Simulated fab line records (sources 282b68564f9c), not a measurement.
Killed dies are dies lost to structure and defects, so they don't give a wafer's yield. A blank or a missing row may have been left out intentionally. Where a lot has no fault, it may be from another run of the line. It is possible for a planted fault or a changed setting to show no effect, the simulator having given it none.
Which of the tools did it? | flow rit cmos | 21 wafers from 7 lots sampled at 2 of the route's 202 steps

== WHAT THE GAUGES SHOWED, per wafer ==
RIT_M1_CD_MEAS_09: the cd target is 2600 nm.
lot  | measured    | on        | cd nm (nm)
L527 | day 3 21:59 | cd sem-02 | 2600.8 2602.0 2602.0
L529 | day 4 05:49 | cd sem-02 | 2601.8 2603.3 2601.9
L531 | day 4 13:11 | cd sem-02 | 2533.0 2531.7 2534.7
L536 | day 5 21:22 | cd sem-02 | 2530.1 2529.3 2529.9
L541 | day 6 20:50 | cd sem-01 | 2599.5 2599.4 2601.5
L543 | day 7 11:47 | cd sem-02 | 2595.0 2597.1 2593.7
L545 | day 7 16:51 | cd sem-02 | 2601.6 2602.5 2601.6

== WHICH TOOL RAN EACH LOT (tool, then ch and the chambers of the sampled wafers, then the start) ==
lot  | RIT_M1_COAT_04
L527 | litho track-01 ch 0, day 3 21:14
L529 | litho track-01 ch 0, day 4 05:05
L531 | litho track-01 ch 0, day 4 12:28
L536 | litho track-01 ch 0, day 5 20:38
L541 | litho track-03 ch 0, day 6 19:55
L543 | litho track-02 ch 0, day 7 11:04
L545 | litho track-02 ch 0, day 7 16:00
- RIT_M1_COAT_04: resist thk 1300 nm.

== THE ANSWER, worked out from the rows above alone ==
Rule: what is usual is taken from the lots themselves. Put in order of their means at a reading, lots are off if they are a third of the lots or fewer, leave a main group of 4 or more, and stand apart from it by a gap of 3 or more times the standard deviation of the main group's means; of several such gaps the widest counts. A main group whose means are all the same, to the digits that the tables above print for the reading, isn't used. A lot without any number at a reading at which 4 lots or more have one is off too. All remaining lots with rows at the step are treated as sound.
Off at RIT_M1_CD_MEAS_09 (cd nm): L531, L536. Mean 2600.2 nm and standard deviation 2.6 in the main group.
If a tool, at a process step before that reading, ran all the lots that are off and no sound lot after the first of them, it fits. The gauges at RIT_M1_CD_MEAS_09 are tried like those tools. One candidate fits, namely litho track-01 at RIT_M1_COAT_04. A fault onset in the window from L529 (day 4 05:05, its last sound lot) to L531 (day 4 12:28, its first lot off) fits.

== WHAT HAD BEEN PUT IN BY THE SIMULATOR ==
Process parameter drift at RIT_M1_COAT_04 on litho track-01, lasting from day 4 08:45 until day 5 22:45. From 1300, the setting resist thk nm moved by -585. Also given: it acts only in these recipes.
Shown lots that were struck: L531, L536. This agrees with what the rule above found.
